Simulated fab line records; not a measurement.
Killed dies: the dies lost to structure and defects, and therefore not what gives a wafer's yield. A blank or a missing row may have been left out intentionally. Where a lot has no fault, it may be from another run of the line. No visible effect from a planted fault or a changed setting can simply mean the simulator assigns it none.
fab line records ; flow rit-cmos
record: lots: 5; wafers: 15; last-day: 8
route steps=202 shown PLDD@118 SPACER@125 NSD@131 PSD@142 SDANNEAL@153 SILICIDE@161 M1@202
lots with no fault: from the same line, run without faults
start-h: hours from the record's first day to the start of the lot's first wafer shown ; wait-h: time in hours since the lot's previous step ; " repeats the value in the row above ; L1.1+2: a single row standing in for several wafers ; - no value present, or no start provided ; * or withheld: withheld ; < > ~ a bound
route shown NAME@n: a module of which the file shows steps, and the number in the route of the first ; usual: average and standard deviation across the fault-free wafers ; same: alike in all rows ; chamber/n: place in a boat ; sites: readings site by site ; _std_site: their standard deviation ; _edge_site: inner sites' mean taken away from outer sites' mean ; radius-mm: for every site, how far away it sits from the centre of the wafer ; mask NAME#n: copy n ; behind: the most recent tool/chamber to have shaped the wafer ; hold: why the lot went on hold/how many hours it stayed there/how the hold came to an end ; device: the n, p or np transistor that did not switch ; end of line: the route-end tests of the same wafers ; for a step that has no rows: nothing shown but its recipe ; killed: count of dies lost to structure and defects at first sort (not the wafer's yield) ; map: the dies of a wafer, with x for killed, . for not killed, _ for no die there
set.NAME: the run value of the setting; set.NAME@STEP: its run value at that earlier step ; model.NAME: the simulator's own value behind a step, which no gauge read
a table for each step, a row for each wafer; lots at some steps of the route
services: from which hour (start-h, from the record's first day; less than 0 if before it) a tool's chamber was out of use, for how many hours, and why
== steps ==
step: RIT_PLDD_PEB_04
recipe: resist: NOVOLAK; temp-c: withheld; time-s: withheld
step: RIT_PLDD_DEVELOP_05
recipe: resist: NOVOLAK; develop-time-s: 50; dev-temp-c: 23
step: RIT_PLDD_OVL_MEAS_06
usual: PLDD_OVL: 0.6/1.4
lot.wafer;tool;chamber;start-h;wait-h;PLDD_OVL[nm]
L401.3;overlay-01;-;75.33;-;-0.7
L401.4;overlay-01;-;75.33;-;-0.2
L401.5;overlay-01;-;75.33;-;-1.1
L408.1;overlay-02;-;99.82;-;-0.6
L408.3;overlay-02;-;99.82;-;0.7
L408.4;overlay-02;-;99.82;-;-0.6
L414.1;overlay-02;-;135.42;-;3.0
L414.3;overlay-02;-;135.42;-;3.4
L414.4;overlay-02;-;135.42;-;2.7
L418.2;overlay-02;-;160.14;-;1.1
L418.3;overlay-02;-;160.14;-;-0.3
L418.4;overlay-02;-;160.14;-;-0.3
L420.2;overlay-02;-;170.99;-;-1.2
L420.3;overlay-02;-;170.99;-;-1.6
L420.5;overlay-02;-;170.99;-;-1.7
step: RIT_PLDD_HARDBAKE_07
recipe: resist: NOVOLAK; temp-c: 140; time-s: 60
step: RIT_PLDD_IMPLANT_08
recipe: species: BF2; energy-kev: 20; dose-cm2: 9e+14; tilt-deg: 7
step: RIT_PLDD_STRIP_09
recipe: chemistry: O2; time-s: 180; resist: NOVOLAK; platen-temp-c: withheld; power-w: 500; pressure-mtorr: 4000; o2-flow-sccm: 4000
usual: drypump-motor-current-A: 5.7/0.46
lot.wafer;tool;chamber;start-h;wait-h;drypump-motor-current-A;rf-hours-counter-h
L401.3;plasma-asher-02;1;75.71;0.1;5.6;-
L401.4;plasma-asher-02;0;75.71;0.1;5.5;-
L401.5;plasma-asher-02;0;75.71;0.1;5.5;-
L408.1;plasma-asher-04;1;100.15;0.1;6.3;45
L408.3;plasma-asher-04;0;100.15;0.1;6.2;-
L408.4;plasma-asher-04;1;100.15;0.1;6.3;-
L414.1;plasma-asher-02;0;135.75;0.1;5.5;51
L414.3;plasma-asher-02;1;135.75;0.1;5.6;-
L414.4;plasma-asher-02;0;135.75;0.1;5.5;-
L418.2;plasma-asher-04;0;160.47;0.1;6.2;51
L418.3;plasma-asher-04;1;160.47;0.1;6.3;-
L418.4;plasma-asher-04;0;160.47;0.1;6.2;-
L420.2;plasma-asher-04;0;171.32;0.1;6.1;52
L420.3;plasma-asher-04;1;171.32;0.1;6.3;-
L420.5;plasma-asher-04;1;171.32;0.1;6.3;-
step: RIT_PLDD_TW_MEAS_10
usual: PLDD_TW: 2349/23
lot.wafer;tool;chamber;start-h;wait-h;PLDD_TW
L401.3;film-metro-04;-;75.84;0.1;2321
L401.4;film-metro-04;-;75.84;0.1;2325
L401.5;film-metro-04;-;75.84;0.1;2307
L408.1;film-metro-01;-;100.33;0.1;2337
L408.3;film-metro-01;-;100.33;0.1;2334
L408.4;film-metro-01;-;100.33;0.1;2336
L414.1;film-metro-04;-;135.93;0.1;2337
L414.3;film-metro-04;-;135.93;0.1;2336
L414.4;film-metro-04;-;135.93;0.1;2329
L418.2;film-metro-03;-;160.65;0.1;2377
L418.3;film-metro-03;-;160.65;0.1;2380
L418.4;film-metro-03;-;160.65;0.1;2364
L420.2;film-metro-03;-;171.50;0.1;2384
L420.3;film-metro-03;-;171.50;0.1;2360
L420.5;film-metro-03;-;171.50;0.1;2367
step: RIT_SPACER_CLEAN_00
recipe: chemistry: SC1; mix: 3:3:50; time-s: 600; temp-c: 75
step: RIT_SPACER_CLEAN_01
recipe: chemistry: dHF; dilution: 50:1; time-s: 30
step: RIT_SPACER_CLEAN_02
recipe: chemistry: SC2; mix: 3:3:50; time-s: 600; temp-c: 75; dry: n2-spin
step: RIT_SPACER_CVD_03
recipe: material: Si3N4; target-thk-nm: 250; temp-c: 810; precursor: SiH2Cl2/NH3; time-s: 3300; pressure-mtorr: 300; sih2cl2-flow-sccm: 60; nh3-flow-sccm: 150
step: RIT_SPACER_THK_MEAS_04
recipe: reads: Si3N4_of_SPACER_CVD_03
usual: SPACER_NITRIDE_THK: 249.4/2.3
lot.wafer;tool;chamber;start-h;wait-h;SPACER_NITRIDE_THK[nm]
L401.3;film-metro-02;-;78.85;0.0;243.4
L401.4;film-metro-02;-;78.85;0.0;245.9
L401.5;film-metro-02;-;78.85;0.0;245.7
L408.1;film-metro-03;-;102.67;0.0;250.6
L408.3;film-metro-03;-;102.67;0.0;251.2
L408.4;film-metro-03;-;102.67;0.0;251.8
L414.1;film-metro-03;-;138.27;0.0;251.3
L414.3;film-metro-03;-;138.27;0.0;250.3
L414.4;film-metro-03;-;138.27;0.0;252.7
L418.2;film-metro-03;-;163.02;0.0;248.0
L418.3;film-metro-03;-;163.02;0.0;247.5
L418.4;film-metro-03;-;163.02;0.0;248.8
L420.2;film-metro-01;-;173.94;0.0;249.8
L420.3;film-metro-01;-;173.94;0.0;248.9
L420.5;film-metro-01;-;173.94;0.0;249.0
step: RIT_SPACER_ETCHBACK_05
recipe: target-depth-a: 2500; SF6_flow_sccm: 30; CHF3_flow_sccm: 30; target: Si3N4; chemistry: SF6/CHF3; pressure-mtorr: 40; rf-w: 250; time-s: 240; stop-on: SiO2
usual: drypump-motor-current-A: 5.9/0.49; oes-product-au: 0.841/0.013; run-length-s: 268.3/0.44; throttle-valve-pct: 10.32/0.11
lot.wafer;tool;chamber;start-h;wait-h;drypump-motor-current-A;oes-product-au;rf-hours-counter-h;run-length-s;throttle-valve-pct;model.poly-Si_of_GATE_CVD_08.thk-nm;model.Si3N4_of_SPACER_CVD_03.thk-nm
L401.3;rie-diel-03;3;78.89;0.0;4.9;0.826;140;267.8;10.23;164.4;189.1
L401.4;rie-diel-03;0;78.89;0.0;5.9;0.823;61;268.0;10.43;166.7;193.9
L401.5;rie-diel-03;2;78.89;0.0;6.5;0.843;-;268.6;10.31;165.2;192.3
L408.1;rie-diel-04;2;102.73;0.1;6.2;0.845;10;268.5;10.20;168.6;195.6
L408.3;rie-diel-04;3;102.73;0.1;6.2;0.774;2;311.1;10.39;155.6;186.7
L408.4;rie-diel-04;1;102.73;0.1;6.5;0.853;92;268.0;10.21;167.9;195.8
L414.1;rie-diel-02;2;138.33;0.1;5.6;0.840;96;268.7;10.23;167.4;196.2
L414.3;rie-diel-02;1;138.33;0.1;5.7;0.820;9;268.5;10.10;167.8;197.1
L414.4;rie-diel-02;3;138.33;0.1;5.7;0.857;76;268.5;10.38;168.5;198.1
L418.2;rie-diel-03;3;163.07;0.0;4.9;0.832;142;267.8;10.22;163;191.6
L418.3;rie-diel-03;1;163.07;0.0;6.2;0.830;118;267.8;10.50;164.5;192.4
L418.4;rie-diel-03;0;163.07;0.0;5.8;0.841;62;268.0;10.43;167.7;195.7
L420.2;rie-diel-04;1;173.99;0.0;6.4;0.855;93;268.0;10.19;164.3;194.2
L420.3;rie-diel-04;0;173.99;0.0;6.1;0.849;101;267.8;10.30;165.6;195.4
L420.5;rie-diel-04;1;173.99;0.0;6.4;0.848;-;268.2;10.18;165.9;193.6
step: RIT_NSD_HMDS_00
recipe: prime-time-s: 60; prime-temp-c: 140
step: RIT_NSD_COAT_01
recipe: resist: NOVOLAK; spin-rpm: 3250; resist-thk-nm: 1000
step: RIT_NSD_SOFTBAKE_02
recipe: resist: NOVOLAK; temp-c: 90; time-s: 60
step: RIT_NSD_EXPOSE_03
recipe: mask-id: M9; na: 0.57; target-cd-nm: 40700; dose-mj: 250
step: RIT_NSD_PEB_04
recipe: resist: NOVOLAK; temp-c: withheld; time-s: withheld
step: RIT_NSD_DEVELOP_05
recipe: resist: NOVOLAK; develop-time-s: 50; dev-temp-c: 23
step: RIT_NSD_OVL_MEAS_06
usual: NSD_OVL: 0.4/1.4
lot.wafer;tool;chamber;start-h;wait-h;NSD_OVL[nm]
L401.3;overlay-02;-;80.45;-;0.8
L401.4;overlay-02;-;80.45;-;1.3
L401.5;overlay-02;-;80.45;-;0.8
L408.1;overlay-01;-;103.85;-;0.5
L408.3;overlay-01;-;103.85;-;-0.2
L408.4;overlay-01;-;103.85;-;0.9
L414.1;overlay-02;-;139.33;-;0.0
L414.3;overlay-02;-;139.33;-;2.8
L414.4;overlay-02;-;139.33;-;1.1
L418.2;overlay-01;-;164.07;-;-0.3
L418.3;overlay-01;-;164.07;-;0.7
L418.4;overlay-01;-;164.07;-;0.2
L420.2;overlay-02;-;175.00;-;-1.5
L420.3;overlay-02;-;175.00;-;1.5
L420.5;overlay-02;-;175.00;-;-2.7
step: RIT_NSD_HARDBAKE_07
recipe: resist: NOVOLAK; temp-c: 140; time-s: 60
step: RIT_NSD_IMPLANT_08
recipe: species: P; energy-kev: 25; dose-cm2: 1e+15; tilt-deg: 7
step: RIT_NSD_STRIP_09
recipe: chemistry: O2; time-s: 180; resist: NOVOLAK; platen-temp-c: withheld; power-w: 500; pressure-mtorr: 4000; o2-flow-sccm: 4000
usual: drypump-motor-current-A: 5.7/0.3
lot.wafer;tool;chamber;start-h;wait-h;drypump-motor-current-A;rf-hours-counter-h
L401.3;plasma-asher-03;0;80.83;0.1;6.0;-
L401.4;plasma-asher-03;1;80.83;0.1;5.9;-
L401.5;plasma-asher-03;0;80.83;0.1;6.0;-
L408.1;plasma-asher-01;0;104.19;0.1;5.6;32
L408.3;plasma-asher-01;0;104.19;0.1;5.6;-
L408.4;plasma-asher-01;1;104.19;0.1;5.0;-
L414.1;plasma-asher-02;0;139.67;0.1;5.5;51
L414.3;plasma-asher-02;0;139.67;0.1;5.5;-
L414.4;plasma-asher-02;1;139.67;0.1;5.6;-
L418.2;plasma-asher-02;0;164.40;0.1;5.5;54
L418.3;plasma-asher-02;0;164.40;0.1;5.5;-
L418.4;plasma-asher-02;1;164.40;0.1;5.6;-
L420.2;plasma-asher-01;1;175.33;0.1;4.9;39
L420.3;plasma-asher-01;0;175.33;0.1;5.5;-
L420.5;plasma-asher-01;1;175.33;0.1;5.0;-
step: RIT_NSD_TW_MEAS_10
usual: NSD_TW: 3110/25
lot.wafer;tool;chamber;start-h;wait-h;NSD_TW
L401.3;film-metro-01;-;80.97;0.1;3131
L401.4;film-metro-01;-;80.97;0.1;3104
L401.5;film-metro-01;-;80.97;0.1;3102
L408.1;film-metro-01;-;104.37;0.1;3109
L408.3;film-metro-01;-;104.37;0.1;3109
L408.4;film-metro-01;-;104.37;0.1;3110
L414.1;film-metro-01;-;139.84;0.1;3107
L414.3;film-metro-01;-;139.84;0.1;3087
L414.4;film-metro-01;-;139.84;0.1;3093
L418.2;film-metro-01;-;164.59;0.1;3104
L418.3;film-metro-01;-;164.59;0.1;3114
L418.4;film-metro-01;-;164.59;0.1;3124
L420.2;film-metro-01;-;175.51;0.1;3097
L420.3;film-metro-01;-;175.51;0.1;3096
L420.5;film-metro-01;-;175.51;0.1;3106
step: RIT_PSD_HMDS_00
recipe: prime-time-s: 60; prime-temp-c: 140
step: RIT_PSD_COAT_01
recipe: resist: NOVOLAK; spin-rpm: 3250; resist-thk-nm: 1000
step: RIT_PSD_SOFTBAKE_02
recipe: resist: NOVOLAK; temp-c: 90; time-s: 60
step: RIT_PSD_EXPOSE_03
recipe: mask-id: M10; na: 0.57; target-cd-nm: 40900; dose-mj: 250
step: RIT_PSD_PEB_04
recipe: resist: NOVOLAK; temp-c: withheld; time-s: withheld
step: RIT_PSD_DEVELOP_05
recipe: resist: NOVOLAK; develop-time-s: 50; dev-temp-c: 23
step: RIT_PSD_OVL_MEAS_06
usual: PSD_OVL: 1.8/1.5
lot.wafer;tool;chamber;start-h;wait-h;PSD_OVL[nm]
L401.3;overlay-02;-;81.90;-;-0.1
L401.4;overlay-02;-;81.90;-;2.1
L401.5;overlay-02;-;81.90;-;2.2
L408.1;overlay-02;-;105.55;-;-0.5
L408.3;overlay-02;-;105.55;-;-0.2
L408.4;overlay-02;-;105.55;-;1.0
L414.1;overlay-02;-;140.75;-;2.9
L414.3;overlay-02;-;140.75;-;0.6
L414.4;overlay-02;-;140.75;-;1.1
L418.2;overlay-02;-;165.49;-;1.3
L418.3;overlay-02;-;165.49;-;0.9
L418.4;overlay-02;-;165.49;-;1.5
L420.2;overlay-01;-;176.54;-;0.0
L420.3;overlay-01;-;176.54;-;4.9
L420.5;overlay-01;-;176.54;-;2.2
step: RIT_PSD_HARDBAKE_07
recipe: resist: NOVOLAK; temp-c: 140; time-s: 60
step: RIT_PSD_IMPLANT_08
recipe: species: BF2; energy-kev: 27; dose-cm2: 5e+15; tilt-deg: 7
step: RIT_PSD_STRIP_09
recipe: chemistry: O2; time-s: 180; resist: NOVOLAK; platen-temp-c: withheld; power-w: 500; pressure-mtorr: 4000; o2-flow-sccm: 4000
usual: drypump-motor-current-A: 5.7/0.46
lot.wafer;tool;chamber;start-h;wait-h;drypump-motor-current-A;rf-hours-counter-h
L401.3;plasma-asher-03;1;82.28;0.1;5.9;-
L401.4;plasma-asher-03;0;82.28;0.1;6.0;-
L401.5;plasma-asher-03;1;82.28;0.1;5.9;-
L408.1;plasma-asher-01;1;105.88;0.1;5.0;32
L408.3;plasma-asher-01;1;105.88;0.1;5.0;-
L408.4;plasma-asher-01;0;105.88;0.1;5.5;-
L414.1;plasma-asher-01;1;141.09;0.1;5.0;35
L414.3;plasma-asher-01;0;141.09;0.1;5.5;-
L414.4;plasma-asher-01;1;141.09;0.1;5.0;-
L418.2;plasma-asher-03;1;165.82;0.1;5.9;5
L418.3;plasma-asher-03;0;165.82;0.1;6.0;-
L418.4;plasma-asher-03;1;165.82;0.1;5.9;-
L420.2;plasma-asher-01;0;176.87;0.1;5.5;39
L420.3;plasma-asher-01;0;176.87;0.1;5.6;-
L420.5;plasma-asher-01;0;176.87;0.1;5.5;-
step: RIT_PSD_TW_MEAS_10
usual: PSD_TW: 3420/32
lot.wafer;tool;chamber;start-h;wait-h;PSD_TW
L401.3;film-metro-01;-;82.41;0.1;3394
L401.4;film-metro-01;-;82.41;0.1;3388
L401.5;film-metro-01;-;82.41;0.1;3391
L408.1;film-metro-01;-;106.06;0.1;3407
L408.3;film-metro-01;-;106.06;0.1;3386
L408.4;film-metro-01;-;106.06;0.1;3401
L414.1;film-metro-04;-;141.26;0.1;3390
L414.3;film-metro-04;-;141.26;0.1;3395
L414.4;film-metro-04;-;141.26;0.1;3391
L418.2;film-metro-04;-;166.01;0.1;3383
L418.3;film-metro-04;-;166.01;0.1;3389
L418.4;film-metro-04;-;166.01;0.1;3367
L420.2;film-metro-03;-;177.06;0.1;3460
L420.3;film-metro-03;-;177.06;0.1;3449
L420.5;film-metro-03;-;177.06;0.1;3464
step: RIT_SDANNEAL_CLEAN_00
recipe: chemistry: SC1; mix: 3:3:50; time-s: 600; temp-c: 75
step: RIT_SDANNEAL_CLEAN_01
recipe: chemistry: dHF; dilution: 50:1; time-s: 30
step: RIT_SDANNEAL_CLEAN_02
recipe: chemistry: SC2; mix: 3:3:50; time-s: 600; temp-c: 75; dry: n2-spin
lot.wafer;tool;chamber;start-h;wait-h;model.poly-Si_of_GATE_CVD_08.thk-nm
L401.3;wet-bench-04;0;82.65;0.0;160
L401.4;wet-bench-04;0;82.65;0.0;162.4
L401.5;wet-bench-04;0;82.65;0.0;160.8
L408.1;wet-bench-01;2;106.43;0.0;164.2
L408.3;wet-bench-01;2;106.43;0.0;151.3
L408.4;wet-bench-01;2;106.43;0.0;163.5
L414.1;wet-bench-01;1;141.51;0.0;163
L414.3;wet-bench-01;1;141.51;0.0;163.4
L414.4;wet-bench-01;1;141.51;0.0;164.2
L418.2;wet-bench-02;1;166.25;0.0;158.7
L418.3;wet-bench-02;1;166.25;0.0;160.2
L418.4;wet-bench-02;1;166.25;0.0;163.4
L420.2;wet-bench-01;0;177.30;0.0;159.9
L420.3;wet-bench-01;0;177.30;0.0;161.2
L420.5;wet-bench-01;0;177.30;0.0;161.5
step: RIT_SDANNEAL_RTA_03
recipe: temp-c: 1050; time-s: 5; idle-temp-c: 600; ramp-up-c-per-s: 342; ramp-down-c-per-s: 171; cool-to-c: 600; ambient: N2
usual: chamber-o2-ppm: 1.998/0.019; wafer_temp_C_max: 1053.5/1.1
lot.wafer;tool;chamber;start-h;wait-h;chamber-o2-ppm;wafer_temp_C_max
L401.3;rtp-anneal-02;0;82.84;0.0;1.992;1052.9
L401.4;rtp-anneal-02;0;82.84;0.0;1.964;1054.5
L401.5;rtp-anneal-02;0;82.84;0.0;1.988;1052.2
L408.1;rtp-anneal-01;0;106.60;0.0;1.985;1055.1
L408.3;rtp-anneal-01;0;106.60;0.0;2.003;1055.4
L408.4;rtp-anneal-01;0;106.60;0.0;1.994;1053.4
L414.1;rtp-anneal-01;0;141.69;0.0;2.001;1053.4
L414.3;rtp-anneal-01;0;141.69;0.0;1.984;1052.8
L414.4;rtp-anneal-01;0;141.69;0.0;2.008;1053.9
L418.2;rtp-anneal-01;0;166.49;0.0;1.998;1055.0
L418.3;rtp-anneal-01;0;166.49;0.0;2.006;1054.0
L418.4;rtp-anneal-01;0;166.49;0.0;2.009;1052.9
L420.2;rtp-anneal-01;0;177.49;0.0;1.976;1052.0
L420.3;rtp-anneal-01;0;177.49;0.0;1.963;1053.8
L420.5;rtp-anneal-01;0;177.49;0.0;1.978;1052.5
step: RIT_SDANNEAL_RS_MEAS_04
recipe: thk-meas-gauge: four-point-probe
usual: PSD_RS: 115.9/0.31
lot.wafer;tool;chamber;start-h;wait-h;PSD_RS[ohm/sq]
L401.3;film-metro-03;-;82.92;0.1;115.2
L401.4;film-metro-03;-;82.92;0.1;115.4
L401.5;film-metro-03;-;82.92;0.1;115.8
L408.1;film-metro-03;-;106.66;0.0;115.9
L408.3;film-metro-03;-;106.66;0.0;116.2
L408.4;film-metro-03;-;106.66;0.0;115.7
L414.1;film-metro-04;-;141.75;0.0;116.5
L414.3;film-metro-04;-;141.75;0.0;116.3
L414.4;film-metro-04;-;141.75;0.0;116.9
L418.2;film-metro-01;-;166.56;0.1;116.2
L418.3;film-metro-01;-;166.56;0.1;116.3
L418.4;film-metro-01;-;166.56;0.1;116.1
L420.2;film-metro-04;-;177.56;0.1;115.7
L420.3;film-metro-04;-;177.56;0.1;115.8
L420.5;film-metro-04;-;177.56;0.1;115.6
step: RIT_SDANNEAL_RS_MEAS_05
recipe: thk-meas-gauge: four-point-probe
usual: NSD_RS: 84.60/0.26
lot.wafer;tool;chamber;start-h;wait-h;NSD_RS[ohm/sq]
L401.3;film-metro-03;-;83.04;0.1;84.48
L401.4;film-metro-03;-;83.04;0.1;84.12
L401.5;film-metro-03;-;83.04;0.1;84.55
L408.1;film-metro-03;-;106.78;0.1;85.13
L408.3;film-metro-03;-;106.78;0.1;85.05
L408.4;film-metro-03;-;106.78;0.1;85.03
L414.1;film-metro-04;-;141.87;0.1;84.55
L414.3;film-metro-04;-;141.87;0.1;84.38
L414.4;film-metro-04;-;141.87;0.1;84.60
L418.2;film-metro-01;-;166.68;0.1;84.89
L418.3;film-metro-01;-;166.68;0.1;84.64
L418.4;film-metro-01;-;166.68;0.1;84.60
L420.2;film-metro-04;-;177.68;0.1;84.46
L420.3;film-metro-04;-;177.68;0.1;84.49
L420.5;film-metro-04;-;177.68;0.1;84.20
step: RIT_SDANNEAL_RS_MEAS_06
recipe: thk-meas-gauge: four-point-probe
usual: PLDD_RS: 178.8/0.46
lot.wafer;tool;chamber;start-h;wait-h;PLDD_RS[ohm/sq]
L401.3;film-metro-03;-;83.16;0.1;179.2
L401.4;film-metro-03;-;83.16;0.1;178.5
L401.5;film-metro-03;-;83.16;0.1;179.2
L408.1;film-metro-03;-;106.90;0.1;178.6
L408.3;film-metro-03;-;106.90;0.1;178.9
L408.4;film-metro-03;-;106.90;0.1;179.2
L414.1;film-metro-04;-;141.99;0.1;178.7
L414.3;film-metro-04;-;141.99;0.1;178.5
L414.4;film-metro-04;-;141.99;0.1;179.2
L418.2;film-metro-01;-;166.80;0.1;178.5
L418.3;film-metro-01;-;166.80;0.1;179.2
L418.4;film-metro-01;-;166.80;0.1;178.8
L420.2;film-metro-04;-;177.80;0.1;177.8
L420.3;film-metro-04;-;177.80;0.1;178.3
L420.5;film-metro-04;-;177.80;0.1;178.5
step: RIT_SILICIDE_WET_ETCH_00
recipe: chemistry: BOE; target: SiO2; target-depth-nm: 14; time-s: 15; dry: n2-spin; dilution: 10:1; temp-c: 21.5
lot.wafer;tool;chamber;start-h;wait-h;model.Si3N4_of_SPACER_CVD_03.thk-nm
L401.3;wet-bench-02;0;83.36;0.1;188
L401.4;wet-bench-02;0;83.36;0.1;192.7
L401.5;wet-bench-02;0;83.36;0.1;191.1
L408.1;wet-bench-02;1;107.14;0.1;194.5
L408.3;wet-bench-02;1;107.14;0.1;185.5
L408.4;wet-bench-02;1;107.14;0.1;194.6
L414.1;wet-bench-03;0;142.23;0.1;195
L414.3;wet-bench-03;0;142.23;0.1;196
L414.4;wet-bench-03;0;142.23;0.1;197
L418.2;wet-bench-04;1;167.02;0.1;190.4
L418.3;wet-bench-04;1;167.02;0.1;191.3
L418.4;wet-bench-04;1;167.02;0.1;194.5
L420.2;wet-bench-03;1;178.02;0.1;193.1
L420.3;wet-bench-03;1;178.02;0.1;194.2
L420.5;wet-bench-03;1;178.02;0.1;192.4
step: RIT_M1_PROBE_99
usual: killed-at-contacts: 0.0/0.2; killed-at-front-end: 7/3; killed-dies: 7/3; killed-open: 3.4/1.8; killed-short: 3.8/2.1
same: gross-dies: 264; killed_at_M0_to_M3: 0; killed_at_M4_up: 0; killed-at-back-side: 0; killed-at-other: 0
lot.wafer;tool;chamber;start-h;wait-h;killed-at-contacts;killed-at-front-end;killed-dies;killed-open;killed-short
L401.3;prober-01;-;92.23;0.2;0;2;2;2;0
L401.4;prober-01;-;92.28;0.2;1;4;5;2;3
L401.5;prober-01;-;92.33;0.2;0;6;6;1;5
L408.1;prober-01;-;114.07;0.1;0;12;12;1;11
L408.3;prober-01;-;114.17;0.2;0;9;9;5;4
L408.4;prober-01;-;114.22;0.2;0;8;8;4;4
L414.1;prober-01;-;149.11;0.1;0;11;11;4;6
L414.3;prober-01;-;149.21;0.2;0;15;15;5;8
L414.4;prober-01;-;149.26;0.2;0;13;13;6;7
L418.2;prober-01;-;174.01;0.1;0;8;8;3;5
L418.3;prober-01;-;174.06;0.2;0;7;7;3;4
L418.4;prober-01;-;174.11;0.2;0;2;2;1;1
killed by level:class
L401.3 SILICIDE:geometric-particle:open=2
L401.4 GATE:geometric-particle:open=1 GATE:geometric-particle:short=1 REOX:geometric-particle:short=1 REOX:geometric-particle:open=1 CONTACT:geometric-particle:short=1
L401.5 SILICIDE:geometric-particle:short=2 FOX1:geometric-particle:short=1 FOX2:geometric-particle:open=1 GATE:geometric-particle:short=1 REOX:geometric-particle:short=1
L408.1 GATE:geometric-particle:short=4 SILICIDE:geometric-particle:short=4 FOX2:geometric-particle:short=2 FOX1:geometric-particle:short=1 GATE:geometric-particle:open=1
L408.3 GATE:geometric-particle:open=4 FOX1:geometric-particle:short=2 GATE:geometric-particle:short=2 FOX1:geometric-particle:open=1
L408.4 GATE:geometric-particle:short=3 FOX1:geometric-particle:open=1 GATE:geometric-particle:open=1 REOX:geometric-particle:open=1 SILICIDE:geometric-particle:open=1 SILICIDE:geometric-particle:short=1
L414.1 GATE:geometric-particle:short=3 SPACER:geometric-particle:open=3 FOX2:geometric-particle:short=1 GATE:geometric-particle:open=1 SPACER:geometric-particle:short=1 SILICIDE:geometric-particle:short=1 PSD:coat-microbubble-printed=1
L414.3 FOX2:geometric-particle:open=5 SILICIDE:geometric-particle:short=3 GATE:geometric-particle:short=2 PSD:coat-microbubble-printed=2 FOX2:geometric-particle:short=1 REOX:geometric-particle:short=1 SPACER:geometric-particle:short=1
L414.4 GATE:geometric-particle:short=4 GATE:geometric-particle:open=3 REOX:geometric-particle:short=2 SILICIDE:geometric-particle:open=2 FOX1:geometric-particle:open=1 FOX2:geometric-particle:short=1
L418.2 GATE:geometric-particle:short=3 FOX2:geometric-particle:open=1 GATE:geometric-particle:open=1 REOX:geometric-particle:short=1 REOX:geometric-particle:open=1 SILICIDE:geometric-particle:short=1
L418.3 GATE:geometric-particle:short=2 GATE:geometric-particle:open=2 REOX:geometric-particle:short=1 REOX:geometric-particle:open=1 SILICIDE:geometric-particle:short=1
L418.4 GATE:geometric-particle:short=1 GATE:geometric-particle:open=1
== services ==
tool;chamber;start-h;hours;kind
plasma-asher-03;-;76.25;2.9;repair
plasma-asher-04;-;78.88;2.8;pm
rie-diel-03;0;86.65;18.1;repair
plasma-asher-03;-;108.75;9.0;pm
plasma-asher-03;0;108.75;9.0;vent-cycle
plasma-asher-03;1;108.75;9.0;vent-cycle
plasma-asher-03;-;116.03;0.7;repair
plasma-asher-03;0;117.75;-;clean
plasma-asher-03;1;117.75;-;clean
plasma-asher-01;-;136.21;0.6;repair
rie-diel-04;3;145.90;8.6;repair
rie-diel-02;0;170.60;6.2;repair
== key ==
first-sign: step: RIT_SPACER_ETCHBACK_05; reading: run-length-s; direction: up; sigmas: 97; usual: *; struck: *
effect: step: RIT_SPACER_ETCHBACK_05; reading: oes-product-au; direction: down; sigmas: 4.9; usual: 0.841; struck: 0.774
model-effect: step: RIT_SPACER_ETCHBACK_05; value: poly-Si_of_GATE_CVD_08.thk-nm; without: 167.5; struck: 155.6
model-effect: step: RIT_SDANNEAL_CLEAN_02; value: poly-Si_of_GATE_CVD_08.thk-nm; without: 163.2; struck: 151.3
model-effect: step: RIT_SILICIDE_WET_ETCH_00; value: Si3N4_of_SPACER_CVD_03.thk-nm; without: 195.4; struck: 185.5
met-at RIT_SPACER_ETCHBACK_05
struck-wafers L408.3
tester-left-out L408
fault: kind: process-parameter-drift; tool: rie-diel-04; chamber: 3; onset-h: 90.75; steps: RIT_SPACER_ETCHBACK_05; channel: time-s; offset: *; shape: step; end-h: 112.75; acts-in: *; stated: *
tester-left-out: of these lots the tester's yield and bins aren't shown, on N5 and GAA mostly nor the transistor test; their killed dies are dies lost to structure and defects alone, not to doping, threshold or leakage, so they don't give the yield
